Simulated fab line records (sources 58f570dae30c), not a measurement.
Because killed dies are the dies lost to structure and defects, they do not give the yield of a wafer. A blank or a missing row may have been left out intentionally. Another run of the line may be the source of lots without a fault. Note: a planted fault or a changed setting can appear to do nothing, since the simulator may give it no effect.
Which tool is to blame? + flow berkeleyCmos170 + 14 lots, 42 wafers sampled, at 2 steps of a route of 331

== WHAT THE GAUGES READ, wafer by wafer ==
UCB170_ACTIVE_CD_MEAS_13: target cd 1200 nm.
| lot  | measured    | on       | cdNm (nm)            |
|------|-------------|----------|----------------------|
| L601 | day 5 01:47 | cdSem-02 | 1199.5 1199.1 1200.6 |
| L606 | day 5 17:08 | cdSem-01 | 1199.7 1200.6 1201.3 |
| L607 | day 5 17:26 | cdSem-01 | 1168.1 1169.2 1168.9 |
| L604 | day 5 17:44 | cdSem-01 | 1201.7 1203.1 1201.3 |
| L611 | day 6 20:37 | cdSem-01 | 1172.5 1174.6 1173.8 |
| L610 | day 6 20:25 | cdSem-02 | 1198.0 1198.1 1197.9 |
| L612 | day 7 03:37 | cdSem-02 | 1199.1 1201.6 1200.7 |
| L614 | day 7 10:44 | cdSem-02 | 1198.1 1197.2 1200.5 |
| L615 | day 7 17:22 | cdSem-02 | 1202.4 1203.7 1202.6 |
| L616 | day 7 23:26 | cdSem-01 | 1200.9 1202.3 1201.2 |
| L617 | day 8 00:04 | cdSem-01 | 1200.2 1199.1 1197.8 |
| L618 | day 8 14:56 | cdSem-01 | 1200.1 1200.2 1200.1 |
| L620 | day 9 03:55 | cdSem-01 | 1198.8 1199.6 1199.0 |
| L621 | day 9 10:52 | cdSem-02 | 1201.4 1201.7 1200.3 |

== WHAT TOOL EACH LOT RAN ON (gives the tool, then ch and the chambers of the sampled wafers, and finally the start) ==
| lot  | UCB170_ACTIVE_COAT_08           |
|------|---------------------------------|
| L601 | lithoTrack-02 ch 0, day 5 00:23 |
| L606 | lithoTrack-04 ch 0, day 5 16:26 |
| L607 | lithoTrack-02 ch 0, day 5 16:31 |
| L604 | lithoTrack-01 ch 0, day 5 16:33 |
| L611 | lithoTrack-02 ch 0, day 6 19:41 |
| L610 | lithoTrack-04 ch 0, day 6 19:44 |
| L612 | lithoTrack-04 ch 0, day 7 02:48 |
| L614 | lithoTrack-04 ch 0, day 7 09:56 |
| L615 | lithoTrack-04 ch 0, day 7 16:32 |
| L616 | lithoTrack-04 ch 0, day 7 22:09 |
| L617 | lithoTrack-04 ch 0, day 7 22:34 |
| L618 | lithoTrack-04 ch 0, day 8 13:45 |
| L620 | lithoTrack-02 ch 0, day 9 03:13 |
| L621 | lithoTrack-01 ch 0, day 9 10:00 |
- UCB170_ACTIVE_COAT_08: resist thk 900 nm.

== AS READ BY THE TOOLS THEMSELVES (means over the sampled wafers that have a number; for cases with no such wafer, the mark the record gives instead) ==
The record holds no such reading with a usual standard deviation.

== THE ANSWER, worked out from the rows above alone ==
Rule: the lots themselves supply what counts as usual. The widest of any qualifying gaps counts: lots, ordered by their means at a reading, are off when they make up no more than a third of the lots, leave a main group of 4 or more, and stand apart from it by 3 or more times the standard deviation of that group's means. A main group whose means are all the same, to the digits that the tables above print for the reading, isn't used. Also off: a lot with no number at a reading for which 4 or more lots have one. Any other lot the step has rows for is counted as sound. First the gauges in route order, then the tools' own readings, where a lot's mean is used as printed above. At the first step where some lot is off, the reading lying furthest off is the one used; lots without a number count as furthest.
Off: L607, L611, at UCB170_ACTIVE_CD_MEAS_13 (cdNm). The main group: mean 1200.3 nm, standard deviation 1.4.
If a tool, at a process step before that reading, ran all the lots that are off and no sound lot after the first of them, it fits. Those tools and the gauges at UCB170_ACTIVE_CD_MEAS_13 are tried in the same way. Of those tried, none fits.

== WHAT THE SIMULATOR PUT IN ==
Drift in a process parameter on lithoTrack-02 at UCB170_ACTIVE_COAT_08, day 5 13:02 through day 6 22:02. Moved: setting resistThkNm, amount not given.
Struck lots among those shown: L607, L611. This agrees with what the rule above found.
